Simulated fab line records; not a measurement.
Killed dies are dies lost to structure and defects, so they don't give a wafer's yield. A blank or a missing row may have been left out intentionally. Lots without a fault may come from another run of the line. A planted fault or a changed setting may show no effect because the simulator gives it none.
Shared-tool check | flow rit cmos | Sampled: 14 lots, 42 wafers

WHAT PROMPTED THE OPENING
At RIT_PLDD_TW_MEAS_10 the reading PLDD_TW is flagged on 2 of 14 lots. No-fault wafers: 2348, standard deviation 21.
Rule: a lot is flagged in two cases, either no wafer of it has a number, or all its wafers with numbers fall more than 4 standard deviations from that mean. The other lots count as sound.

lot  | measured    | on            | PLDD_TW, wafer by wafer | flag
L407 | day 3 00:04 | film metro-02 | 2321 2328 2327          |
L408 | day 3 07:11 | film metro-01 | 2366 2358 2371          |
L409 | day 3 10:53 | film metro-01 | 2356 2356 2365          |
L410 | day 3 13:56 | film metro-02 | 2337 2340 2333          |
L411 | day 4 02:08 | film metro-02 | 2330 2342 2329          |
L414 | day 4 12:49 | film metro-02 | 2329 2342 2337          |
L416 | day 5 07:07 | film metro-02 | 2717 2700 2716          | FLAGGED
L418 | day 5 08:49 | film metro-01 | 2754 2762 2764          | FLAGGED
L424 | day 6 15:11 | film metro-03 | 2335 2332 2335          |
L425 | day 6 19:49 | film metro-01 | 2379 2369 2369          |
L426 | day 7 01:37 | film metro-01 | 2384 2382 2373          |
L428 | day 7 16:52 | film metro-01 | 2366 2367 2370          |
L429 | day 7 20:37 | film metro-02 | 2340 2334 2336          |
L430 | day 7 23:28 | film metro-01 | 2379 2374 2370          |
The numbers of the flagged lots are 2736 on average: +388 against the usual, or +18 standard deviations.

WHICH TOOL EACH LOT WENT THROUGH
The record keeps 1 process step preceding the reading, out of 202 steps on the route. Cell contents, in order: the tool; ch with the chambers the sampled wafers went through; the start.
lot  | flag    | RIT_PLDD_IMPLANT_08
L407 |         | implanter-03 ch 0, day 2 23:46
L408 |         | implanter-03 ch 0, day 3 06:52
L409 |         | implanter-03 ch 0, day 3 10:34
L410 |         | implanter-03 ch 0, day 3 13:36
L411 |         | implanter-04 ch 0, day 4 01:49
L414 |         | implanter-04 ch 0, day 4 12:30
L416 | FLAGGED | implanter-03 ch 0, day 5 06:50
L418 | FLAGGED | implanter-03 ch 0, day 5 08:30
L424 |         | implanter-01 ch 0, day 6 14:53
L425 |         | implanter-01 ch 0, day 6 19:29
L426 |         | implanter-01 ch 0, day 7 01:18
L428 |         | implanter-01 ch 0, day 7 16:33
L429 |         | implanter-01 ch 0, day 7 20:17
L430 |         | implanter-01 ch 0, day 7 23:08
These steps, and what they do:
- RIT_PLDD_IMPLANT_08
- RIT_PLDD_TW_MEAS_10

FLAGGED OVER TOTAL, TOOL BY TOOL (the gauges that took the reading come last)
step                | tool          | lots run | flagged | share of the flagged lots | sound lots run after its first flagged lot
RIT_PLDD_IMPLANT_08 | implanter-01  | 6        | 0       | none                      | -
RIT_PLDD_IMPLANT_08 | implanter-03  | 6        | 2       | all                       | 0
RIT_PLDD_IMPLANT_08 | implanter-04  | 2        | 0       | none                      | -
RIT_PLDD_TW_MEAS_10 | film metro-01 | 7        | 1       | some                      | 4 (L425,L426,L428,L430)
RIT_PLDD_TW_MEAS_10 | film metro-02 | 6        | 1       | some                      | 1 (L429)
RIT_PLDD_TW_MEAS_10 | film metro-03 | 1        | 0       | none                      | -

WHAT THE TABLE PERMITS
All flagged lots share 1 row of the table, namely implanter-03 at RIT_PLDD_IMPLANT_08.
- implanter-03 at RIT_PLDD_IMPLANT_08 ran 6 lots, 2 of them flagged. It ran its last sound lot, L410, at day 3 13:36 and its first flagged lot, L416, at day 5 06:50: a fault with its onset between the two fits. Its own readings lie more than 4 standard deviations out on every wafer of the flagged lots: dose ions cm2, faraday current uA.
One tool is left: implanter-03 at RIT_PLDD_IMPLANT_08.

WHAT THE SIMULATOR HAD PUT IN
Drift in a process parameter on implanter-03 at RIT_PLDD_IMPLANT_08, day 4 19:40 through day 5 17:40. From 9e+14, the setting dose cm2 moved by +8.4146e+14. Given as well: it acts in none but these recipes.
Shown lots that were struck: L416, L418. The rule above reached the same finding.
